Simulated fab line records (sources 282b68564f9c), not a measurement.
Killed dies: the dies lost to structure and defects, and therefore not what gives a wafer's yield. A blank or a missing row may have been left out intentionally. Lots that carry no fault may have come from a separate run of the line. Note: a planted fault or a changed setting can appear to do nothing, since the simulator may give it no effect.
Struck lot and sound lot, side by side	flow rit_cmos	14 steps out of a route of 202
Sound: wafers L831.3, L831.4, L831.5. Struck: wafer L843.3 (L843.5, L843.6, from the same lot, were not struck and are left out); the cause is given at the end.
For every step that has rows: the tool of each side, followed by ch and its chambers, followed by its first start. Under that, the readings that differ: sound wafers	struck wafers	difference of the means	sigmas: that difference in standard deviations of wafers without a fault.
alike: words and numbers the same on both sides, and readings whose means are apart by under 2 such deviations; not compared: readings that were withheld, readings missing a value for some wafer, numbers with overlapping values and no deviation given by the record, and bounds like >300 which may hide the same value.
A row with sigmas, a row that says differs or no value, or rows on one side alone: a step with any of these is where the two part. When numbers do not overlap yet have no deviation, they are printed without sigmas and do not part them. A reading missing from all wafers of one side parts the sides only when that side holds two or more wafers.

first, 1 step without rows for these wafers: RIT_ACTIVE_OXIDATION_01 (target thk 46.8 nm, ox time 3360 s).
RIT_ACTIVE_THK_MEAS_02:
  sound on film_metro-03, day 2 09:22; struck on film_metro-03, day 4 20:09
reading	sound	struck	difference	sigmas
ACTIVE_OXIDE_THK (nm)	51.2 51.1 51.3	47.4	-3.8	-3
then, 1 step without rows for these wafers: RIT_ACTIVE_CVD_03 (deposits Si3N4 from SiH2Cl2/NH3, target thk 150 nm, time 1500 s).
RIT_ACTIVE_THK_MEAS_04:
  sound on film_metro-02, day 2 10:50; struck on film_metro-04, day 4 21:37
  alike: ACTIVE_NITRIDE_THK
then, 6 steps without rows for these wafers: RIT_ACTIVE_HMDS_05 (prime time 60 s); RIT_ACTIVE_COAT_06 (resist thk 1000 nm); RIT_ACTIVE_SOFTBAKE_07 (time 60 s); RIT_ACTIVE_EXPOSE_08 (exposes mask M1, target cd 1400 nm); RIT_ACTIVE_PEB_09; RIT_ACTIVE_DEVELOP_10 (develop time 48.86 s).
RIT_ACTIVE_CD_MEAS_11: target cd 1400 nm.
  sound on cd_sem-02, day 2 11:46; struck on cd_sem-02, day 4 22:33
  alike: cd_nm
then, 1 step without rows for these wafers: RIT_ACTIVE_HARDBAKE_12 (time 60 s).
RIT_ACTIVE_ETCH_13: etches Si3N4 in SF6, stops on SiO2, time 210 s, target depth 210 nm.
  sound on rie_diel-02 ch 0,1,3, day 2 11:59; struck on rie_diel-01 ch 3, day 4 22:47
reading	sound	struck	difference	sigmas
model.NOVOLAK_of_ACTIVE_COAT_06.thk_nm (nm)	658.4 662.9 656.3	724	+65	
model.ACTIVE.feature_depth_nm (nm)	149.2 148.3 148.1	145.5	-3.0	
model.SiO2_of_ACTIVE_OXIDATION_01.thk_nm (nm)	51.19 51.13 51.28	47.39	-3.81	
  alike: drypump_motor_current_A, oes_product_au, throttle_valve_pct
  not compared: rf_hours_counter_h
RIT_ACTIVE_STRIP_14: strips in O2, time 180 s.
  sound on plasma_asher-02 ch 0,1, day 2 12:11; struck on plasma_asher-03 ch 0, day 4 22:58
  alike: drypump_motor_current_A
  not compared: rf_hours_counter_h

== WHERE THEY PART ==
At RIT_ACTIVE_THK_MEAS_02 and nowhere else, as far as this record goes. Later steps at which nothing parts them and some readings are alike: RIT_ACTIVE_THK_MEAS_04, RIT_ACTIVE_CD_MEAS_11, RIT_ACTIVE_ETCH_13, RIT_ACTIVE_STRIP_14.

WHY: whatever the simulator had introduced
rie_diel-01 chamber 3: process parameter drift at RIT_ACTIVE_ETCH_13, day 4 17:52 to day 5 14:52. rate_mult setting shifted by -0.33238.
